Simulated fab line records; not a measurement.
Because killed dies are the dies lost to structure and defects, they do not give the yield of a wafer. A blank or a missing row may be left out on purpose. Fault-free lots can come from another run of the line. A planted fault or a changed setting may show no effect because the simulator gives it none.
Problem report, 8D (eight disciplines) form, completed by code ; flow berkeleyCmos170 ; the parts of the form that need people (team, actions taken, sign-off) are left out

== 1. PROBLEM STATEMENT ==
Mean PLDD_OVL at UCB170_PLDD_OVL_MEAS_07: 326 nm over 6 wafers in 2 lots; fault-free wafers: 2 nm, standard deviation 5.6. Measured from the usual mean, that is +58 standard deviations.
First seen on wafer L959.1, day 8 14:31, on overlay-01. At this step, 39 wafers from 13 lots have a number in the record. The rule behind "out" and "out of limits": a value lying over 4 standard deviations away from the usual mean. All remaining wafers that have a number are taken as sound.

== 2. WHAT IT IS, AND WHAT IT ISN'T ==
question;is;is not
which readings at this step;PLDD_OVL;-
which lots;L959, L964;L954, L955, L956, L957, L958, L960, L961, L965, L973, L974, L977
which wafers of those lots;all that have a number;-
read on which gauges;overlay-01;overlay-02
when;from day 8 14:31;"up to then (18 sound wafers); but 15 sound wafers of L961, L965, L973, L974, L977 came after"

== 3. THE SUSPECTS, EACH WITH WHAT RULES IT OUT ==
Counting: a tool stays on the suspect list if, at a process step up to the reading, it processed all lots that are out and no sound lot following the first of them.
- the gauge at UCB170_PLDD_OVL_MEAS_07: kept. All the wafers that are out were read on overlay-01, and no step on other tools shows them out.
- krfScanner-02 at UCB170_PLDD_EXPOSE_03 (exposes mask PSELECT, target cd 1200 nm): kept. All lots that are out passed through it, beginning with L959 at day 8 14:00, and no sound lot followed; its final sound lot before that point was L958 at day 8 13:10.
After counting, krfScanner-02 at UCB170_PLDD_EXPOSE_03 and overlay-01 at UCB170_PLDD_OVL_MEAS_07 remain.

== 4. THE CAUSE (what the simulator had put in) ==
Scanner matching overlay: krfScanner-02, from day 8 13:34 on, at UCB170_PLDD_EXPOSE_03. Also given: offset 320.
This tool is one of the 2 suspects left after counting.

== 5. SEQUENCE OF EFFECTS, ordered by route ==
Each row: a reading where the mean over the struck wafers with a number is more than 3 standard deviations away from the usual. Only readings whose record carries a usual standard deviation are examined. hours: median over the lots of the time between each lot's start at the first step of this table that gives one and its start at this step. sigmas: the change, counted in usual standard deviations.
hours;step;reading;usual;on struck wafers;change;sigmas
0;UCB170_PLDD_OVL_MEAS_07;PLDD_OVL;2 nm;326;+324;+58

== 6. WHAT WOULD HAVE CAUGHT IT SOONER ==
In this record the first reading out of limits at a measuring or inspecting step was taken at day 8 14:31, 1 hour after the fault began at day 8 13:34.
Of the tool readings at UCB170_PLDD_EXPOSE_03 for which the record gives a usual standard deviation, none was out on any struck wafer, so an alarm limit of 4 standard deviations on them would not have fired.
L964, from the lots that are out (2), started UCB170_PLDD_EXPOSE_03 on krfScanner-02 later than day 8 14:31. A tool hold placed at that time would have kept it from harm.
